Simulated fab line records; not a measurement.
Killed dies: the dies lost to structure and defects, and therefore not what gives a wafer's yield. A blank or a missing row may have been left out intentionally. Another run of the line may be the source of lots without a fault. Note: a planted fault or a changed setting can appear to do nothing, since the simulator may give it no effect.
A lot that was struck, set against a sound lot / flow berkeleyCmos170 / 21 steps out of a route of 331
Sound: these wafers, L235.2, L235.3, L235.5. The struck wafers were L238.2, L238.5, L238.6. The cause is given at the end.
Per side, at each step with rows, come the tool, then ch with its chambers, and then its first start. Under that, the readings that differ: sound wafers / struck wafers / difference of the means / sigmas: that difference in standard deviations of wafers without a fault.
alike: same words and numbers on both sides, and readings whose means sit less than 2 such deviations apart. not compared: any withheld reading, any reading some wafer has no value for, any bound like >300 that may hide the same value, and any number with overlapping values for which the record gives no deviation.
The two part at a step that has a row with sigmas, a row that says differs or no value, or rows on one side only. Numbers that have no deviation but don't overlap get no sigmas and don't part them. A reading missing from all wafers of one side parts the sides only when that side holds two or more wafers.

UCB170_CONTACT_OVL_MEAS_16:
  struck on overlay-02, day 9 10:54; sound on overlay-01, day 8 16:02
  alike: CONTACT_OVL
UCB170_CONTACT_ETCH_17: etches BARC in N2/H2.
  sound on rieDiel-01 ch 0,1,3, day 8 16:04; struck on rieDiel-01 ch 0,1, day 9 10:56
  alike: drypumpMotorCurrentA, oesProductAu, throttleValvePct
UCB170_CONTACT_ETCH_18: etches PSG in CHF3/CF4/Ar, stops on TiSi2, target depth 840 nm, time 195 s.
  sound: rieDiel-01 ch 0,1,3; struck: rieDiel-01 ch 0,1
  alike: drypumpMotorCurrentA, oesProductAu, throttleValvePct
  not compared: rfHoursCounterH
UCB170_CONTACT_STRIP_19: strips in O2.
  sound on plasmaAsher-03 ch 1, day 8 16:13; struck on plasmaAsher-04 ch 0,1, day 9 11:06
  alike: drypumpMotorCurrentA, oesProductAu
  not compared: rfHoursCounterH
UCB170_CONTACT_CD_MEAS_90: the cd target is 700 nm.
  struck on cdSem-01, day 9 11:13; sound on cdSem-02, day 8 16:20
  alike: cdNm
then, 1 step without rows for these wafers: UCB170_CONTACT_CLEAN_20 (cleans in SPM, time 600 s).
UCB170_M1_SPUTTER_00: material Al, target thk 600 nm, time 80 s.
  struck on pvdSputter-01, day 9 11:30; sound on pvdSputter-01, day 8 16:37
  alike: throttleValvePct
UCB170_M1_RS_MEAS_01: the measuring method here is four-point-probe.
  struck on filmMetro-02, day 9 11:35; sound on filmMetro-01, day 8 16:42
  alike: M1_AL_RS
UCB170_M1_THK_MEAS_02: measures by xrf.
  struck on filmMetro-02, day 9 11:41; sound on filmMetro-01, day 8 16:49
  alike: M1_AL_THK
then, 3 steps without rows for these wafers: UCB170_M1_COAT_03; UCB170_M1_COAT_04 (resist thk 900 nm); UCB170_M1_SOFTBAKE_05 (time 60 s).
UCB170_M1_EXPOSE_06: exposes mask METAL1, target cd 700 nm.
  sound on krfScanner-02 ch 0, day 8 17:27; struck on krfScanner-01 ch 0, day 9 12:41
reading=mask; sound=METAL1#0 METAL1#0 METAL1#0; struck=METAL1_R1#0 METAL1_R1#0 METAL1_R1#0; difference=differs; sigmas=
  alike: exposureDoseMJCm2
then, 2 steps without rows for these wafers: UCB170_M1_PEB_07; UCB170_M1_DEVELOP_08 (develop time 45 s).
UCB170_M1_CD_MEAS_09: the cd target is 700 nm.
  struck on cdSem-01, day 9 13:32; sound on cdSem-01, day 8 17:51
reading=cdNm (nm); sound=698.2 698.6 698.6; struck=614.0 613.2 613.0; difference=-85.1; sigmas=-65
UCB170_M1_OVL_MEAS_10:
  struck on overlay-02, day 9 13:39; sound on overlay-01, day 8 17:57
  alike: M1_OVL
UCB170_M1_ETCH_11: etches BARC in N2/H2.
  sound on rieDiel-02 ch 0,2,3, day 8 17:59; struck on rieDiel-02 ch 0,1,2, day 9 13:41
reading=model.M1.cdNm (nm); sound=699.2 699.1 698.5; struck=614.2 613.5 613.2; difference=-85.3; sigmas=
  alike: drypumpMotorCurrentA, oesProductAu, throttleValvePct
UCB170_M1_METAL_ETCH_12: etches Al in Cl2/BCl3, stops on PSG, target depth 780 nm, time 130 s.
  sound on rieMetal-01 ch 0, day 8 18:04; struck on rieMetal-02 ch 0,1, day 9 13:43
reading=model.M1.cdNm (nm); sound=700.8 701.5 698.5; struck=615.2 614.2 613.4; difference=-86.0; sigmas=
  alike: drypumpMotorCurrentA, oesProductAu, throttleValvePct
  not compared: rfHoursCounterH
UCB170_M1_STRIP_13: strips in O2.
  sound on plasmaAsher-01 ch 0,1, day 8 18:17; struck on plasmaAsher-03 ch 0,1, day 9 13:52
  alike: drypumpMotorCurrentA, oesProductAu
  not compared: rfHoursCounterH
UCB170_M3_PROBE_99:
  struck on prober-01, day 10 03:11; sound on prober-01, day 9 06:52
reading=model.etest.m1.widthNm (nm); sound=706.8 705.1 699.7; struck=619.5 611 612.4; difference=-89.6; sigmas=

WHERE THEY PART
Last at UCB170_M1_CD_MEAS_09 as far as this record goes, first at UCB170_M1_EXPOSE_06. Later steps at which nothing parts them and some readings are alike: UCB170_M1_OVL_MEAS_10, UCB170_M1_ETCH_11, UCB170_M1_METAL_ETCH_12, UCB170_M1_STRIP_13.

WHY: what the simulator had put in
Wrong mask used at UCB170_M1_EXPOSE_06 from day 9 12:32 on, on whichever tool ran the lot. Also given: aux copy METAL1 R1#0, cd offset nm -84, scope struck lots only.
